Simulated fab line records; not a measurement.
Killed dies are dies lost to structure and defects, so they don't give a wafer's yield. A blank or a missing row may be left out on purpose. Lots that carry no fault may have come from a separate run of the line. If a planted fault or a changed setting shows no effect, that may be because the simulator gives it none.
Which tool is to blame? | flow berkeley-cmos170 | Sampling: 14 lots, 42 wafers, 2 of 331 route steps

## WHAT THE GAUGES READ, wafer by wafer
UCB170_ACTIVE_THK_MEAS_06.
lot  | measured    | on            | ACTIVE_NITRIDE_THK (nm)
L681 | day 4 16:53 | film-metro-01 | 222.5 220.8 225.1
L682 | day 4 21:12 | film-metro-01 | 221.8 220.6 219.8
L683 | day 5 01:31 | film-metro-03 | 224.1 222.4 223.6
L686 | day 5 20:25 | film-metro-04 | 221.8 220.0 223.1
L685 | day 5 20:26 | film-metro-03 | 227.0 224.8 225.9
L688 | day 5 20:29 | film-metro-03 | 225.1 222.7 224.6
L689 | day 6 04:04 | film-metro-04 | 222.4 222.1 222.7
L690 | day 6 12:22 | film-metro-01 | 223.2 223.0 221.6
L693 | day 6 23:43 | film-metro-01 | 225.2 223.6 224.5
L696 | day 8 05:05 | film-metro-04 | 218.8 217.4 218.3
L697 | day 8 05:05 | film-metro-03 | 220.2 217.9 218.1
L698 | day 8 05:07 | film-metro-04 | 222.1 221.9 223.5
L701 | day 8 14:05 | film-metro-04 | 227.3 225.1 225.7
L702 | day 9 04:15 | film-metro-01 | 221.1 221.0 221.7

UCB170_GATE_OVL_MEAS_13.
lot  | measured     | on         | GATE_OVL (nm)
L681 | day 6 17:38  | overlay-01 | -1 0 -1
L682 | day 6 20:54  | overlay-01 | -4 -1 -2
L683 | day 6 21:28  | overlay-01 | 2 3 3
L686 | day 7 23:04  | overlay-02 | -2 6 7
L685 | day 7 22:42  | overlay-02 | -9 -16 -15
L688 | day 7 22:34  | overlay-02 | -6 -6 -2
L689 | day 8 07:14  | overlay-01 | -8 -8 -10
L690 | day 8 14:59  | overlay-01 | 5 3 4
L693 | day 9 08:32  | overlay-01 | -4 -3 -5
L696 | day 10 14:05 | overlay-01 | -2 0 -3
L697 | day 10 13:32 | overlay-01 | 2 13 8
L698 | day 10 14:03 | overlay-02 | -11 -7 -13
L701 | day 11 00:58 | overlay-01 | 1 2 1
L702 | day 11 12:01 | overlay-01 | 5 3 6

## TOOL THAT RAN EACH LOT (tool first, then ch and the chambers of the sampled wafers, then the start)
Before these readings, the record contains no process step.

## AS READ BY THE TOOLS THEMSELVES (means over the sampled wafers that have a number; for cases with no such wafer, the mark the record gives instead)
The record holds no such reading with a usual standard deviation.

## THE ANSWER, worked out from the rows above alone
Rule: the lots themselves supply what counts as usual. The widest of any qualifying gaps counts: lots, ordered by their means at a reading, are off when they make up no more than a third of the lots, leave a main group of 4 or more, and stand apart from it by 3 or more times the standard deviation of that group's means. If all means in a main group match to the digits the tables above print for the reading, that group is not used. A lot without any number at a reading at which 4 lots or more have one is off too. Any other lot the step has rows for is counted as sound. The gauges are gone through in route order, then the tools' own readings, and for those a lot's mean is taken as printed above. The first step at which some lot is off is used, and at that step the reading that is off furthest; a lot without a number counts as furthest.
Across all readings shown, no lot is off: no conclusion can be drawn from this.

## WHAT THE SIMULATOR PUT IN
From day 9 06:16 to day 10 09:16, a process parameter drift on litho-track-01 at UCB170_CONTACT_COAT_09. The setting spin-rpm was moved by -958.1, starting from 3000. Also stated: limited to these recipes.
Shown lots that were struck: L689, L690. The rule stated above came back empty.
